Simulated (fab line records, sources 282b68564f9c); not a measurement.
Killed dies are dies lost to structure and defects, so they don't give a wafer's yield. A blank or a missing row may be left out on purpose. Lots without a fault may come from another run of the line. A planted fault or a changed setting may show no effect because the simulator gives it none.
fab line records | flow rit_cmos | part 2 of 2: steps 35 to 47 of 47
record lots=5 wafers=15 last_day=6
route steps=202 shown ACTIVE@3 FOX1@20 FOX2@23 NWELL@28 PWELL@39
lots that met no fault: from a run of the same line without faults
start_h: hours from the record's first day to the start of the lot's first wafer shown | wait_h: hours since the lot's step before | " the same as in the row above | L1.1+2: a row that stands for several wafers | - no value, or no start given | * or withheld: withheld | < > ~ a bound
route shown NAME@n: a module of which the file shows steps, and the number in the route of the first | usual: mean/standard deviation of fault-free wafers | same: alike in all rows | chamber/n: place in a boat | sites: the reading at each site | _std_site: their standard deviation | _edge_site: outer sites' mean less inner sites' | radius_mm: how far each site lies from the wafer's centre | mask NAME#n: copy n | behind: the tool/chamber that last shaped the wafer | hold: why the lot was held/for how many hours/how that ended | device: the transistor (n, p or np) that didn't switch | end of line: the same wafers' tests at the end of the route | a step without rows: its recipe alone | killed: dies lost to structure and defects at the first sort, not the wafer's yield | map: a wafer's dies, x killed, . not, _ none there
set.NAME: the setting as run; set.NAME@STEP: as run at that earlier step | model.NAME: the simulator's own value behind a step, which no gauge read
lots at some steps of the route; a table a step, a row a wafer
services: from which hour (start_h, from the record's first day; less than 0 if before it) a tool's chamber was out of use, for how many hours, and why
## steps
# step RIT_NWELL_STRIP_09
# recipe chemistry=O2 time_s=180 resist=NOVOLAK platen_temp_c=withheld power_w=500 pressure_mtorr=4000 o2_flow_sccm=4000
# usual chamber_pressure_mTorr=4000/3.8 drypump_motor_current_A=6.0/0.51
# columns lot.wafer tool chamber start_h wait_h chamber_pressure_mTorr drypump_motor_current_A rf_hours_counter_h
L075.3 plasma_asher-01 0 27.58 0.1 3997 5.7 -
L075.5 " 0 " " 3992 5.7 -
L075.6 " 1 " " 3999 6.3 -
L077.1 plasma_asher-02 0 35.63 0.1 4003 5.4 23
L077.3 " 1 " " 4003 6.5 -
L077.5 " 1 " " 3995 6.5 -
L079.1 plasma_asher-04 0 45.95 0.1 4001 6.6 46
L079.4 " 1 " " 4000 5.2 -
L079.6 " 1 " " 3999 5.3 -
L081.1 plasma_asher-04 1 59.84 0.1 4004 5.2 47
L081.5 " 0 " " 4002 6.6 -
L081.6 " 1 " " 4004 5.2 -
L090.3 plasma_asher-01 1 103.62 0.1 4003 6.3 -
L090.5 " 1 " " 3999 6.3 -
L090.6 " 0 " " 3997 5.8 -
# step RIT_NWELL_TW_MEAS_10
# usual NWELL_TW=2136/29
# columns lot.wafer tool chamber start_h wait_h NWELL_TW
L075.3 film_metro-04 - 27.71 0.1 2112
L075.5 " - " " 2110
L075.6 " - " " 2105
L077.1 film_metro-01 - 35.81 0.1 2171
L077.3 " - " " 2158
L077.5 " - " " 2159
L079.1 film_metro-04 - 46.12 0.1 2118
L079.4 " - " " 2124
L079.6 " - " " 2112
L081.1 film_metro-02 - 60.01 0.1 2104
L081.5 " - " " 2115
L081.6 " - " " 2094
L090.3 film_metro-04 - 103.76 0.1 2130
L090.5 " - " " 2127
L090.6 " - " " 2124
# step RIT_PWELL_HMDS_00
# recipe prime_time_s=60 prime_temp_c=140
# columns lot.wafer tool chamber start_h wait_h
L075.3+5+6 litho_track-04 0 27.80 0.1
L077.1+3+5 litho_track-01 0 35.87 0.1
L079.1+4+6 litho_track-03 0 46.18 0.1
L081.1+5+6 litho_track-01 0 60.07 0.1
L090.3+5+6 litho_track-01 0 103.85 0.1
# step RIT_PWELL_COAT_01
# recipe resist=NOVOLAK spin_rpm=2000 resist_thk_nm=1300
# columns lot.wafer tool chamber start_h wait_h
L075.3+5+6 litho_track-04 0 27.95 0.1
L077.1+3+5 litho_track-01 0 36.02 0.1
L079.1+4+6 litho_track-03 0 46.33 0.1
L081.1+5+6 litho_track-01 0 60.22 0.1
L090.3+5+6 litho_track-01 0 104.00 0.1
# step RIT_PWELL_SOFTBAKE_02
# recipe resist=NOVOLAK temp_c=90 time_s=60
# columns lot.wafer tool chamber start_h wait_h
L075.3+5+6 litho_track-04 0 28.10 0.1
L077.1+3+5 litho_track-01 0 36.17 0.1
L079.1+4+6 litho_track-03 0 46.48 0.1
L081.1+5+6 litho_track-01 0 60.37 0.1
L090.3+5+6 litho_track-01 0 104.15 0.1
# step RIT_PWELL_EXPOSE_03
# recipe mask_id=M3 na=0.57 target_cd_nm=43700 dose_mj=250
# usual reticle_temp_C=23.03/0.11 stage_vel_mm_s=499.95/0.23
# columns lot.wafer tool chamber start_h wait_h mask reticle_temp_C stage_vel_mm_s
L075.3 iline_stepper-02 0 28.37 0.2 M3#0 23.06 499.98
L075.5 " 0 " " M3#0 22.94 499.93
L075.6 " 0 " " M3#0 22.84 499.61
L077.1 iline_stepper-01 0 36.44 0.2 M3#0 23.01 500.11
L077.3 " 0 " " M3#0 22.91 499.96
L077.5 " 0 " " M3#0 22.95 500.07
L079.1 iline_stepper-02 0 46.63 0.1 M3#0 22.94 500.33
L079.4 " 0 " " M3#0 22.92 500.29
L079.6 " 0 " " M3#0 22.94 500.30
L081.1 iline_stepper-02 0 60.52 0.1 M3#0 23.10 499.62
L081.5 " 0 " " M3#0 22.90 500.03
L081.6 " 0 " " M3#0 23.04 500.20
L090.3 iline_stepper-02 0 104.41 0.2 M3#0 23.05 500.01
L090.5 " 0 " " M3#0 22.88 499.73
L090.6 " 0 " " M3#0 22.92 499.98
# step RIT_PWELL_PEB_04
# recipe resist=NOVOLAK temp_c=withheld time_s=withheld
# columns lot.wafer tool chamber start_h wait_h
L075.3+5+6 litho_track-01 0 28.50 0.1
L077.1+3+5 litho_track-01 0 36.56 0.1
L079.1+4+6 litho_track-04 0 46.75 0.1
L081.1+5+6 litho_track-01 0 60.64 0.1
L090.3+5+6 litho_track-04 0 104.54 0.1
# step RIT_PWELL_DEVELOP_05
# recipe resist=NOVOLAK develop_time_s=68 dev_temp_c=23
# columns lot.wafer tool chamber start_h wait_h
L075.3+5+6 litho_track-01 0 - -
L077.1+3+5 litho_track-01 0 - -
L079.1+4+6 litho_track-04 0 - -
L081.1+5+6 litho_track-01 0 - -
L090.3+5+6 litho_track-04 0 - -
# step RIT_PWELL_OVL_MEAS_06
# usual PWELL_OVL=0.2/1.4
# columns lot.wafer tool chamber start_h wait_h PWELL_OVL[nm]
L075.3 overlay-02 - 28.77 - -2.2
L075.5 " - " " -0.4
L075.6 " - " " -1.7
L077.1 overlay-01 - 36.87 - 2.0
L077.3 " - " " 1.9
L077.5 " - " " 2.9
L079.1 overlay-01 - 47.06 - 3.4
L079.4 " - " " 3.0
L079.6 " - " " 2.4
L081.1 overlay-01 - 60.95 - -0.8
L081.5 " - " " -0.8
L081.6 " - " " -0.8
L090.3 overlay-01 - 104.82 - -0.7
L090.5 " - " " -1.0
L090.6 " - " " -0.6
# step RIT_PWELL_HARDBAKE_07
# recipe resist=NOVOLAK temp_c=140 time_s=120
# columns lot.wafer tool chamber start_h wait_h
L075.3+5+6 litho_track-03 0 28.88 0.1
L077.1+3+5 litho_track-01 0 36.91 0.0
L079.1+4+6 litho_track-04 0 47.10 0.0
L081.1+5+6 litho_track-01 0 60.99 0.0
L090.3+5+6 litho_track-03 0 104.92 0.1
# step RIT_PWELL_IMPLANT_08
# recipe species=B energy_kev=170 dose_cm2=7e+13 tilt_deg=7
# columns lot.wafer tool chamber start_h wait_h
L075.3+5+6 implanter-04 0 29.09 0.2
L077.1+3+5 implanter-04 0 37.16 0.2
L079.1+4+6 implanter-02 0 47.35 0.2
L081.1+5+6 implanter-03 0 61.24 0.2
L090.3+5+6 implanter-04 0 105.14 0.2
# step RIT_PWELL_STRIP_09
# recipe chemistry=O2 time_s=180 resist=NOVOLAK platen_temp_c=withheld power_w=500 pressure_mtorr=4000 o2_flow_sccm=4000
# usual chamber_pressure_mTorr=4000/3.6 drypump_motor_current_A=5.8/0.48
# columns lot.wafer tool chamber start_h wait_h chamber_pressure_mTorr drypump_motor_current_A rf_hours_counter_h
L075.3 plasma_asher-01 1 29.25 0.1 3999 6.3 -
L075.5 " 1 " " 3997 6.3 -
L075.6 " 0 " " 4000 5.7 -
L077.1 plasma_asher-01 0 37.31 0.1 4001 5.7 44
L077.3 " 1 " " 4001 6.3 -
L077.5 " 1 " " 4000 6.3 -
L079.1 plasma_asher-03 1 47.50 0.1 3998 5.1 31
L079.4 " 0 " " 4002 5.8 -
L079.6 " 1 " " 4000 5.1 -
L081.1 plasma_asher-03 0 61.39 0.1 4005 5.7 32
L081.5 " 1 " " 3999 5.1 -
L081.6 " 0 " " 4001 5.8 -
L090.3 plasma_asher-01 1 105.30 0.1 3995 6.3 -
L090.5 " 1 " " 4008 6.3 -
L090.6 " 0 " " 4000 5.8 -
# step RIT_PWELL_TW_MEAS_10
# usual PWELL_TW=947/11
# columns lot.wafer tool chamber start_h wait_h PWELL_TW
L075.3 film_metro-02 - 29.39 0.1 945
L075.5 " - " " 952
L075.6 " - " " 947
L077.1 film_metro-01 - 37.48 0.1 962
L077.3 " - " " 954
L077.5 " - " " 956
L079.1 film_metro-01 - 47.68 0.1 958
L079.4 " - " " 959
L079.6 " - " " 960
L081.1 film_metro-04 - 61.57 0.1 934
L081.5 " - " " 936
L081.6 " - " " 937
L090.3 film_metro-02 - 105.44 0.1 942
L090.5 " - " " 944
L090.6 " - " " 937
## services
# columns tool chamber start_h hours kind
iline_stepper-01 - -5.64 2.1 pm
rie_diel-02 - -4.70 0.6 repair
iline_stepper-01 - -3.55 - consumable_replace:lamp
furnace-04 - 3.44 3.7 pm
furnace-04 - 7.16 15.1 pm
rie_diel-03 - 8.01 1.2 repair
rie_diel-02 2 8.25 2.4 repair
rie_diel-04 0 9.64 9.7 repair
iline_stepper-01 - 15.41 5.8 repair
iline_stepper-01 - 23.60 11.7 repair
furnace-03 - 27.02 3.2 pm
iline_stepper-02 - 29.49 2.2 repair
rie_diel-02 1 36.91 5.5 repair
rie_diel-02 0 38.50 2.1 repair
iline_stepper-01 - 39.28 4.4 pm
wet_bench-04 - 43.60 3.0 repair
lpcvd-01 - 43.97 6.0 pm
rie_diel-04 - 67.33 4.4 repair
implanter-02 - 67.45 3.0 pm
furnace-02 - 76.75 4.0 pm
furnace-04 - 88.56 78.9 pm
implanter-03 - 92.67 2.3 pm
rie_diel-03 3 97.68 2.4 repair
implanter-01 - 103.08 9.0 pm
